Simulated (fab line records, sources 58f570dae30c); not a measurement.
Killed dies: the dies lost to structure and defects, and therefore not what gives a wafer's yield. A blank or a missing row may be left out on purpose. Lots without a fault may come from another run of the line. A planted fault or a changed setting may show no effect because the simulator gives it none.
The tool behind it: which one?	flow berkeley_cmos170	21 wafers sampled from 7 lots at 1 step of a route of 331

WHAT EACH GAUGE READ, for each wafer
UCB170_GATE_THK_MEAS_02.
lot	measured	on	GATE_OXIDE_THK (nm)
L167	day 7 14:38	film_metro-02	6.50 6.55 6.48
L171	day 8 01:05	film_metro-02	6.56 6.51 6.71
L176	day 9 00:56	film_metro-02	6.63 6.58 6.70
L180	day 10 01:22	film_metro-03	6.64 6.65 6.78
L181	day 10 01:26	film_metro-04	6.49 6.39 6.47
L185	day 10 16:35	film_metro-02	6.61 6.63 6.61
L189	day 11 16:45	film_metro-04	6.59 6.63 6.74

WHAT TOOL EACH LOT RAN ON (gives the tool, then ch and the chambers of the sampled wafers, and finally the start)
The record shows no process step preceding these readings.

THE ANSWER, worked out from the rows above alone
Rule: usual is defined by the lots themselves. Put in order of their means at a reading, lots are off if they are a third of the lots or fewer, leave a main group of 4 or more, and stand apart from it by a gap of 3 or more times the standard deviation of the main group's means; of several such gaps the widest counts. A main group is skipped when, at the precision printed for the reading in the tables above, its means are all equal. Also off: a lot with no number at a reading for which 4 or more lots have one. The other lots that the step has rows for count as sound.
Across all readings shown, no lot is off: no conclusion can be drawn from this.

WHAT HAD BEEN PUT IN BY THE SIMULATOR
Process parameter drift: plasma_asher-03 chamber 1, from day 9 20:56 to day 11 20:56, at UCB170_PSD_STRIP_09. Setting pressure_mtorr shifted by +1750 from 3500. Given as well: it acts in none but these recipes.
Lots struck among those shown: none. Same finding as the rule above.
